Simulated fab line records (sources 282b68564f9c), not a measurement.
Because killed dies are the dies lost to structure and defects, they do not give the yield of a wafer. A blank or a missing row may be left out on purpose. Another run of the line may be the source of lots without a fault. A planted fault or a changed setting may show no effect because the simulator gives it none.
A struck lot beside a sound one + flow rit_cmos + 27 out of 202 route steps
Sound: these wafers, L652.1, L652.3, L652.5. Struck: wafer L661.2 (left out: L661.3, L661.4 of the same lot, which were not struck); the cause appears at the end.
For every step that has rows: the tool of each side, followed by ch and its chambers, followed by its first start. Under that, the readings that differ: sound wafers + struck wafers + difference of the means + sigmas: that difference in standard deviations of wafers without a fault.
alike: same words and numbers on both sides, and readings whose means sit less than 2 such deviations apart. not compared: any withheld reading, any reading some wafer has no value for, any bound like >300 that may hide the same value, and any number with overlapping values for which the record gives no deviation.
The two part at a step that has a row with sigmas, a row that says differs or no value, or rows on one side only. When numbers do not overlap yet have no deviation, they are printed without sigmas and do not part them. Lack of a reading on every wafer of one side parts them only where that side has two or more wafers.

first, 4 steps without rows for these wafers: RIT_CONTACT_SOFTBAKE_04 (time 60 s); RIT_CONTACT_EXPOSE_05 (exposes mask M11, target cd 1000 nm); RIT_CONTACT_PEB_06; RIT_CONTACT_DEVELOP_07 (develop time 120 s).
RIT_CONTACT_CD_MEAS_08: the cd target is 1000 nm.
  sound on cd_sem-01 at day 5 01:39; struck on cd_sem-02 at day 6 22:16
  alike: cd_nm
RIT_CONTACT_OVL_MEAS_09:
  sound on overlay-01 at day 5 01:46; struck on overlay-01 at day 6 22:23
  alike: CONTACT_OVL
then, 1 step without rows for these wafers: RIT_CONTACT_HARDBAKE_10 (time 60 s).
RIT_CONTACT_ETCH_11: etches SiO2 in CHF3/CF4/Ar, stops on TiSi2, target depth 480 nm, time 320 s.
  sound on rie_diel-03 ch 0,1,2, day 5 01:58; struck on rie_diel-03 ch 1, day 6 22:34
  alike: O2_flow_sccm, drypump_motor_current_A, oes_product_au, throttle_valve_pct
  not compared: rf_hours_counter_h
RIT_CONTACT_STRIP_12: strips in O2, time 180 s.
  sound on plasma_asher-01 ch 0,1, day 5 02:09; struck on plasma_asher-01 ch 1, day 6 22:45
  alike: drypump_motor_current_A
  not compared: rf_hours_counter_h
RIT_CONTACT_CD_MEAS_90: the cd target is 1000 nm.
  sound on cd_sem-02 at day 5 02:20; struck on cd_sem-02 at day 6 22:57
  alike: cd_nm
then, 2 steps without rows for these wafers: RIT_CONTACT_CLEAN_13 (cleans in SC1, time 600 s); RIT_CONTACT_CLEAN_14 (cleans in SC2, time 600 s).
RIT_M1_SPUTTER_00: material Al, target thk 400 nm, time 500 s.
  sound on pvd_sputter-02 at day 5 02:48; struck on pvd_sputter-04 at day 6 23:24
| reading                               | sound           | struck | difference | sigmas |
|---------------------------------------|-----------------|--------|------------|--------|
| throttle_valve_pct (%)                | 30.2 30.1 30.2  | 28.1   | -2.1       | -3     |
| model.Al_of_M1_SPUTTER_00.thk_nm (nm) | 388 388.6 392.5 | 233.4  | -156.3     |        |
RIT_M1_RS_MEAS_01: measures by four-point-probe.
  sound on film_metro-01 at day 5 03:05; struck on film_metro-02 at day 6 23:43
| reading           | sound                | struck | difference | sigmas |
|-------------------|----------------------|--------|------------|--------|
| M1_AL_RS (ohm/sq) | 0.0758 0.0756 0.0749 | 0.1288 | +0.0534    | +70    |
RIT_M1_THK_MEAS_02: measures by xrf.
  sound on film_metro-01 at day 5 03:13; struck on film_metro-02 at day 6 23:49
| reading        | sound       | struck | difference | sigmas |
|----------------|-------------|--------|------------|--------|
| M1_AL_THK (nm) | 387 389 392 | 230    | -159       | -31    |
then, 6 steps without rows for these wafers: RIT_M1_HMDS_03 (prime time 60 s); RIT_M1_COAT_04 (resist thk 1300 nm); RIT_M1_SOFTBAKE_05 (time 60 s); RIT_M1_EXPOSE_06 (exposes mask M12, target cd 2600 nm); RIT_M1_PEB_07; RIT_M1_DEVELOP_08 (develop time 65.25 s).
RIT_M1_CD_MEAS_09: the cd target is 2600 nm.
  sound on cd_sem-02 at day 5 04:09; struck on cd_sem-02 at day 7 00:46
| reading    | sound                | struck | difference | sigmas |
|------------|----------------------|--------|------------|--------|
| cd_nm (nm) | 2601.9 2603.2 2598.4 | 2596.5 | -4.7       | -2     |
RIT_M1_OVL_MEAS_10:
  sound on overlay-02 at day 5 04:16; struck on overlay-01 at day 7 00:53
  alike: M1_OVL
then, 1 step without rows for these wafers: RIT_M1_HARDBAKE_11 (time 120 s).
RIT_M1_METAL_ETCH_12: etches Al in Cl2/BCl3, stops on SiO2, time 165 s, target depth 600 nm.
  sound on rie_metal-01 ch 0,1, day 5 04:35; struck on rie_metal-04 ch 0, day 7 01:10
| reading                | sound             | struck | difference | sigmas |
|------------------------|-------------------|--------|------------|--------|
| oes_product_au (a.u.)  | 0.771 0.774 0.769 | 0.599  | -0.172     | -11    |
| throttle_valve_pct (%) | 8.34 8.26 8.34    | 8.07   | -0.24      | -2     |
  alike: drypump_motor_current_A
  not compared: rf_hours_counter_h
then, 1 step without rows for these wafers: RIT_M1_STRIP_13 (strips in nmp, time 600 s).
RIT_M1_PROBE_99:
  sound on prober-01 at day 5 07:19; struck on prober-02 at day 7 04:41
| reading                               | sound                     | struck   | difference | sigmas |
|---------------------------------------|---------------------------|----------|------------|--------|
| killed_open                           | 2 13 2                    | 0        | -6         | -3     |
| sort_bin_6_memory (%)                 | 1.1 3.0 1.1               | 0        | -2         | -3     |
| model.etest.m1.rs_ohm_sq              | 0.07496 0.07451 0.07353   | 0.1244   | +0.0501    |        |
| model.etest.antenna_m1.vt_shift_v (V) | -0.0137 -0.01247 -0.01355 | -0.01964 | -0.00640   |        |
  alike: defect_limited_yield, killed_at_contacts, killed_at_front_end, killed_dies, killed_short, sort_bin_3_pad_short, sort_bin_5_function, sort_n_pass, sort_yield_pct

## WHERE THEY PART
First at RIT_M1_SPUTTER_00; last, within this record, at RIT_M1_PROBE_99.

WHY: what the simulator had put in
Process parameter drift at RIT_M1_SPUTTER_00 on pvd_sputter-04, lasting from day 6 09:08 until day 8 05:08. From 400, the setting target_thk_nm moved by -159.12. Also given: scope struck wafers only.
